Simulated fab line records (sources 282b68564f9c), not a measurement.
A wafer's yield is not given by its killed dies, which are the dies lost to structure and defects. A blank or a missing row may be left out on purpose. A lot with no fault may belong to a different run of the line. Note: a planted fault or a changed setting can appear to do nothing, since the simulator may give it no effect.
fab line records | flow ritCmos
record lots=6 wafers=18 lastDay=7
route steps=202 shown PWELL@49 WELLDRIVE@50 NWELL@51 NRETRO@53 PRETRO@64 M1@202
lots that met no fault: taken from a fault-free run of the same line
startH: hours from the record's first day to the start of the lot's first wafer shown | waitH: time in hours since the lot's previous step | " the same as in the row above | L1.1+2: several wafers, shown together as one row | - no value, or no start given | * or withheld: withheld | < > ~ a bound
route shown NAME@n: a module of which the file shows steps, and the number in the route of the first | usual: mean and standard deviation over wafers with no fault | same: alike in all rows | chamber/n: place in a boat | sites: per-site readings | _std_site: the standard deviation of these | _edge_site: outer sites' mean less inner sites' | radiusMm: how far each site lies from the wafer's centre | mask NAME#n: copy n | behind: the last tool/chamber to shape the wafer | hold: why the lot was held/for how many hours/how that ended | device: whichever transistor did not switch (one of n, p or np) | end of line: the tests these same wafers got at the end of their route | a step without rows: its recipe alone | killed: the dies lost at the first sort to structure and to defects; this is not the yield of the wafer | map: shows each die of a wafer: x if killed, . if not, _ if none is there
set.NAME: the setting the step ran with; set.NAME@STEP: the setting that earlier step ran with | model.NAME: the simulator's own value behind a step, which no gauge read
lots seen at some steps along the route; tables by step, rows by wafer
services: when a tool's chamber went out of use (startH, in hours from the record's first day, below 0 if earlier), for how many hours, and the reason
## steps
# step RIT_PWELL_TW_MEAS_10
# usual PWELL_TW=941/6.7
# columns lot.wafer tool chamber startH waitH PWELL_TW
L648.3 filmMetro-04 - 34.15 0.1 949
L648.4 " - " " 944
L648.6 " - " " 945
L649.1 filmMetro-04 - 37.92 0.1 946
L649.3 " - " " 953
L649.4 " - " " 943
L657.1 filmMetro-03 - 77.61 0.1 940
L657.3 " - " " 938
L657.6 " - " " 943
L658.1 filmMetro-02 - 82.70 0.1 942
L658.5 " - " " 934
L658.6 " - " " 942
L664.1 filmMetro-04 - 114.16 0.1 946
L664.2 " - " " 944
L664.4 " - " " 944
L667.1 filmMetro-03 - 127.48 0.1 935
L667.3 " - " " 932
L667.6 " - " " 935
# step RIT_WELLDRIVE_ANNEAL_00
# recipe tempC=1100 timeS=14700 ambient=N2
# step RIT_WELLDRIVE_RS_MEAS_01
# recipe thkMeasGauge=four-point-probe
# usual NWELL_RS=275.2/0.68
# columns lot.wafer tool chamber startH waitH NWELL_RS[ohm/sq]
L648.3 filmMetro-02 - 39.32 0.0 275.6
L648.4 " - " " 275.7
L648.6 " - " " 276.2
L649.1 filmMetro-03 - 43.36 0.0 274.1
L649.3 " - " " 275.8
L649.4 " - " " 275.7
L657.1 filmMetro-04 - 82.75 0.0 275.3
L657.3 " - " " 275.3
L657.6 " - " " 275.3
L658.1 filmMetro-04 - 87.84 0.0 275.8
L658.5 " - " " 275.6
L658.6 " - " " 274.9
L664.1 filmMetro-03 - 119.30 0.0 275.5
L664.2 " - " " 274.6
L664.4 " - " " 275.2
L667.1 filmMetro-02 - 132.63 0.0 275.3
L667.3 " - " " 275.2
L667.6 " - " " 274.9
# step RIT_WELLDRIVE_RS_MEAS_02
# recipe thkMeasGauge=four-point-probe
# usual PWELL_RS=429.9/1.2
# columns lot.wafer tool chamber startH waitH PWELL_RS[ohm/sq]
L648.3 filmMetro-02 - 39.44 0.1 431.9
L648.4 " - " " 432.0
L648.6 " - " " 431.9
L649.1 filmMetro-03 - 43.48 0.1 430.4
L649.3 " - " " 428.9
L649.4 " - " " 430.4
L657.1 filmMetro-04 - 82.87 0.1 429.9
L657.3 " - " " 429.4
L657.6 " - " " 430.2
L658.1 filmMetro-04 - 87.96 0.1 428.6
L658.5 " - " " 428.6
L658.6 " - " " 428.1
L664.1 filmMetro-03 - 119.42 0.1 430.1
L664.2 " - " " 431.5
L664.4 " - " " 430.8
L667.1 filmMetro-02 - 132.75 0.1 428.4
L667.3 " - " " 428.5
L667.6 " - " " 427.9
# step RIT_NRETRO_HMDS_00
# recipe primeTimeS=60 primeTempC=140
# step RIT_NRETRO_COAT_01
# recipe resist=NOVOLAK spinRpm=2000 resistThkNm=1300
# step RIT_NRETRO_SOFTBAKE_02
# recipe resist=NOVOLAK tempC=90 timeS=60
# step RIT_NRETRO_EXPOSE_03
# recipe maskId=M4 na=0.57 targetCdNm=43900 doseMj=250
# step RIT_NRETRO_PEB_04
# recipe resist=NOVOLAK tempC=withheld timeS=withheld
# step RIT_NRETRO_DEVELOP_05
# recipe resist=NOVOLAK developTimeS=68 devTempC=23
# step RIT_NRETRO_OVL_MEAS_06
# usual NRETRO_OVL=-0.7/1.1
# columns lot.wafer tool chamber startH waitH NRETRO_OVL[nm]
L648.3 overlay-01 - 40.41 - 1.9
L648.4 " - " " 0.5
L648.6 " - " " -0.6
L649.1 overlay-02 - 44.48 - -1.8
L649.3 " - " " -2.1
L649.4 " - " " -1.8
L657.1 overlay-01 - 83.87 - -0.8
L657.3 " - " " 0.4
L657.6 " - " " -0.7
L658.1 overlay-02 - 89.12 - -2.9
L658.5 " - " " -0.7
L658.6 " - " " -1.0
L664.1 overlay-01 - 120.66 - 1.1
L664.2 " - " " 0.6
L664.4 " - " " -0.6
L667.1 overlay-01 - 133.87 - -0.5
L667.3 " - " " 1.4
L667.6 " - " " 1.1
# step RIT_NRETRO_HARDBAKE_07
# recipe resist=NOVOLAK tempC=140 timeS=120
# step RIT_NRETRO_IMPLANT_08
# recipe species=P energyKev=70 doseCm2=1e+13 tiltDeg=7
# usual doseIonsCm2=1e+13/1.1e+10 faradayCurrentUA=31.7/0.66 tiltDeg=6.994/0.02
# columns lot.wafer tool chamber startH waitH doseIonsCm2 faradayCurrentUA tiltDeg
L648.3 implanter-03 0 40.73 0.2 1.0014e+13 31.6 7.015
L648.4 " 0 " " 1.0021e+13 32.2 6.996
L648.6 " 0 " " 1.001e+13 31.5 6.973
L649.1 implanter-04 0 44.77 0.2 9.991e+12 32.0 6.999
L649.3 " 0 " " 9.999e+12 31.9 6.991
L649.4 " 0 " " 9.98e+12 31.5 6.981
L657.1 implanter-03 0 84.16 0.2 8.292e+12 26.2 6.978
L657.3 " 0 " " 8.285e+12 26.0 6.999
L657.6 " 0 " " 8.304e+12 25.5 7.006
L658.1 implanter-03 0 89.43 0.2 8.308e+12 26.4 7.014
L658.5 " 0 " " 8.304e+12 25.3 6.995
L658.6 " 0 " " 8.29e+12 26.7 7.004
L664.1 implanter-02 0 120.94 0.2 1e+13 31.4 6.981
L664.2 " 0 " " 9.986e+12 31.2 6.989
L664.4 " 0 " " 9.998e+12 32.0 6.995
L667.1 implanter-04 0 134.36 0.2 1.0015e+13 31.4 7.005
L667.3 " 0 " " 1.002e+13 32.5 6.970
L667.6 " 0 " " 1.0021e+13 32.2 6.980
# step RIT_NRETRO_STRIP_09
# recipe chemistry=O2 timeS=180 resist=NOVOLAK platenTempC=withheld powerW=500 pressureMtorr=4000 o2FlowSccm=4000
# usual drypumpMotorCurrentA=5.6/0.45
# columns lot.wafer tool chamber startH waitH drypumpMotorCurrentA rfHoursCounterH
L648.3 plasmaAsher-02 1 40.89 0.1 5.5 -
L648.4 " 0 " " 5.9 -
L648.6 " 0 " " 5.9 -
L649.1 plasmaAsher-02 0 44.92 0.1 5.9 21
L649.3 " 0 " " 5.9 -
L649.4 " 1 " " 5.5 -
L657.1 plasmaAsher-01 0 84.31 0.1 5.4 46
L657.3 " 1 " " 5.0 -
L657.6 " 1 " " 5.1 -
L658.1 plasmaAsher-01 0 89.58 0.1 5.4 47
L658.5 " 1 " " 5.1 -
L658.6 " 0 " " 5.4 -
L664.1 plasmaAsher-02 0 121.09 0.1 5.8 29
L664.2 " 1 " " 5.5 29
L664.4 " 0 " " 5.9 -
L667.1 plasmaAsher-02 1 134.51 0.1 5.6 31
L667.3 " 1 " " 5.5 -
L667.6 " 1 " " 5.5 -
# step RIT_NRETRO_TW_MEAS_10
# usual NRETRO_TW=1035/11
# columns lot.wafer tool chamber startH waitH NRETRO_TW
L648.3 filmMetro-04 - 41.03 0.1 1050
L648.4 " - " " 1044
L648.6 " - " " 1043
L649.1 filmMetro-04 - 45.09 0.1 1046
L649.3 " - " " 1051
L649.4 " - " " 1051
L657.1 filmMetro-04 - 84.48 0.1 991
L657.3 " - " " 992
L657.6 " - " " 993
L658.1 filmMetro-04 - 89.76 0.1 989
L658.5 " - " " 982
L658.6 " - " " 986
L664.1 filmMetro-03 - 121.27 0.1 1025
L664.2 " - " " 1031
L664.4 " - " " 1026
L667.1 filmMetro-03 - 134.68 0.1 1028
L667.3 " - " " 1033
L667.6 " - " " 1028
# step RIT_PRETRO_HMDS_00
# recipe primeTimeS=60 primeTempC=140
# step RIT_M1_PROBE_99
# usual killedAtContacts=0.1/0.27 killedAtFrontEnd=6.1/2.9 killedDies=6.2/2.9 killedOnRim=1.5/1.3 killedOpen=3.2/1.9 killedShort=3/1.9
# same grossDies=264 killed_at_M0_to_M3=0 killed_at_M4_up=0 killedAtBackSide=0 killedAtOther=0
# columns lot.wafer tool chamber startH waitH killedAtContacts killedAtFrontEnd killedDies killedOnRim killedOpen killedShort model.etest.pmosTurned.driveUaUm model.etest.pmosNarrow.driveUaUm model.etest.pmos_0p3.driveUaUm model.etest.wellEdgeLeft.lineOhmUm model.etest.wellEdgeRight.lineOhmUm model.etest.pmos_0p15.offLog10AUm model.etest.retroEdgePmos.offLog10AUm model.etest.pmosNarrow.offLog10AUm
L648.3 prober-02 - 68.47 0.2 1 9 10 2 3 7 191.8 107.4 104.6 186 183.4 -10.26 -10.24 -12.67
L648.4 prober-02 - 68.52 0.2 0 9 9 2 6 3 194.9 106.9 103 182.8 183.3 -10.19 -10.13 -12.65
L648.6 prober-02 - 68.62 0.2 0 9 9 3 3 6 192.6 106.4 103.3 183.4 184.3 -10.17 -10 -12.7
L649.1 prober-01 - 75.06 0.1 0 5 5 2 3 2 184.1 98.58 97.33 186 181.8 -10.45 -10.4 -12.98
L649.3 prober-01 - 75.16 0.2 1 12 13 2 8 5 191.8 104.2 102.9 182.7 184.3 -10.45 -10.4 -12.71
L649.4 prober-01 - 75.21 0.2 0 4 4 1 3 1 192.8 103.5 101.5 182.4 184.4 -10.31 -10.17 -12.69
L657.1 prober-01 - 111.76 0.1 0 5 5 1 2 3 192.7 108.8 105.3 188 187.7 -10.07 -9.956 -12.49
L657.3 prober-01 - 111.86 0.2 1 2 3 1 1 2 191.3 111 108.4 185.2 184.5 -10.02 -9.822 -12.46
L657.6 prober-01 - 112.01 0.2 0 3 3 2 2 1 193.6 110.4 108.1 186.9 185.6 -9.811 -9.771 -12.39
L658.1 prober-02 - 116.70 0.1 0 5 5 2 4 1 213.7 112.3 109 188.1 185.6 -9.706 -9.694 -12.45
L658.5 prober-02 - 116.90 0.2 0 11 11 4 7 4 215.6 113.2 109.6 189 185.6 -9.42 -9.315 -12.46
L658.6 prober-02 - 116.95 0.2 1 9 10 4 4 6 205.1 108.7 105.9 188.4 186.5 -9.879 -9.786 -12.34
L664.1 prober-02 - 148.44 0.1 0 4 4 1 3 1 175.9 98.8 97.97 185.5 182.5 -10.78 -10.63 -13.04
L664.2 prober-02 - 148.49 0.1 0 4 4 1 0 4 180.3 100.2 98.11 183.2 180.8 -10.79 -10.5 -12.88
L664.4 prober-02 - 148.59 0.2 0 4 4 3 2 2 174.7 99.46 96.75 184.3 182.6 -10.74 -10.73 -12.79
L667.1 prober-01 - 161.53 0.1 0 4 4 1 1 3 194.8 98.66 98.23 182.6 184.3 -10.23 -10.19 -12.86
L667.3 prober-01 - 161.63 0.2 0 10 10 1 3 7 192.7 98.79 98.18 182.9 181.1 -10.43 -10.37 -12.82
L667.6 prober-01 - 161.78 0.2 0 6 6 1 3 3 186.7 96.73 95.17 182.2 182.3 -10.56 -10.56 -12.99
# killed by level:class
L648.3 GATE:geometricParticle:short=3 REOX:geometricParticle:short=3 GATE:geometricParticle:open=2 CONTACT:geometricParticle:short=1 SPACER:geometricParticle:open=1
L648.4 GATE:geometricParticle:open=3 SPACER:geometricParticle:open=3 SPACER:geometricParticle:short=2 FOX1:geometricParticle:short=1
L648.6 GATE:geometricParticle:short=4 FOX1:geometricParticle:open=2 FOX1:geometricParticle:short=1 GATE:geometricParticle:open=1 REOX:geometricParticle:short=1
L649.1 GATE:geometricParticle:open=2 FOX2:geometricParticle:open=1 GATE:geometricParticle:short=1 REOX:geometricParticle:short=1
L649.3 FOX1:geometricParticle:open=2 GATE:geometricParticle:short=2 GATE:geometricParticle:open=2 REOX:geometricParticle:short=2 REOX:geometricParticle:open=1 SPACER:geometricParticle:open=1 SILICIDE:geometricParticle:short=1 SILICIDE:geometricParticle:open=1
L649.4 GATE:geometricParticle:open=1 REOX:geometricParticle:open=1 REOX:geometricParticle:short=1 SILICIDE:geometricParticle:open=1
L657.1 REOX:geometricParticle:short=2 FOX1:geometricParticle:open=1 GATE:geometricParticle:short=1 SILICIDE:geometricParticle:open=1
L657.3 GATE:geometricParticle:short=1 SPACER:geometricParticle:short=1 CONTACT:geometricParticle:open=1
L657.6 FOX1:geometricParticle:open=1 GATE:geometricParticle:open=1 SILICIDE:geometricParticle:short=1
L658.1 SILICIDE:geometricParticle:open=2 FOX1:geometricParticle:short=1 FOX2:geometricParticle:open=1 SPACER:geometricParticle:open=1
L658.5 FOX1:geometricParticle:open=2 GATE:geometricParticle:open=2 SILICIDE:geometricParticle:open=2 FOX1:geometricParticle:short=1 FOX2:geometricParticle:short=1 REOX:geometricParticle:short=1 REOX:geometricParticle:open=1 SILICIDE:geometricParticle:short=1
L658.6 GATE:geometricParticle:short=3 FOX2:geometricParticle:short=2 FOX1:geometricParticle:open=1 FOX2:geometricParticle:open=1 GATE:geometricParticle:open=1 SILICIDE:geometricParticle:open=1 CONTACT:geometricParticle:short=1
L664.1 GATE:geometricParticle:open=2 REOX:geometricParticle:short=1 REOX:geometricParticle:open=1
L664.2 GATE:geometricParticle:short=3 REOX:geometricParticle:short=1
L664.4 GATE:geometricParticle:open=2 FOX1:geometricParticle:short=1 REOX:geometricParticle:short=1
L667.1 GATE:geometricParticle:short=3 FOX1:geometricParticle:open=1
L667.3 GATE:geometricParticle:short=4 GATE:geometricParticle:open=2 FOX1:geometricParticle:short=1 REOX:geometricParticle:open=1 SPACER:geometricParticle:short=1 SILICIDE:geometricParticle:short=1
L667.6 FOX2:geometricParticle:open=1 FOX2:geometricParticle:short=1 GATE:geometricParticle:open=1 REOX:geometricParticle:open=1 REOX:geometricParticle:short=1 SILICIDE:geometricParticle:short=1
## services
# columns tool chamber startH hours kind
implanter-04 - 26.86 0.5 repair
plasmaAsher-02 - 105.11 0.7 repair
plasmaAsher-01 - 108.85 9.0 pm
plasmaAsher-01 0 108.85 9.0 ventCycle
plasmaAsher-01 1 108.85 9.0 ventCycle
plasmaAsher-01 0 117.85 - clean
plasmaAsher-01 1 117.85 - clean
## key
firstSign step=RIT_NRETRO_IMPLANT_08 reading=doseIonsCm2 direction=down sigmas=99+ usual=1e+13 struck=8.297e+12
effect step=RIT_NRETRO_IMPLANT_08 reading=faradayCurrentUA direction=down sigmas=8.6 usual=31.7 struck=26.0
effect step=RIT_NRETRO_TW_MEAS_10 reading=NRETRO_TW direction=down sigmas=4.2 usual=1035 struck=989
modelEffect step=RIT_M1_PROBE_99 value=etest.pmosTurned.driveUaUm without=190 struck=202
metAt RIT_NRETRO_IMPLANT_08
struckWafers L657.1,L657.3,L657.6,L658.1,L658.5,L658.6
testerLeftOut L657,L658
onsetBetween 40.73 84.16
fault kind=processParameterDrift tool=implanter-03 chamber=- onsetH=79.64 steps=RIT_NRETRO_IMPLANT_08 channel=doseCm2 offset=-1.7e+12 shape=step endH=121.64 actsIn=theseRecipesOnly stated=1e+13
# testerLeftOut: of these lots the tester's yield and bins aren't shown, on N5 and GAA mostly nor the transistor test; their killed dies are dies lost to structure and defects alone, not to doping, threshold or leakage, so they don't give the yield
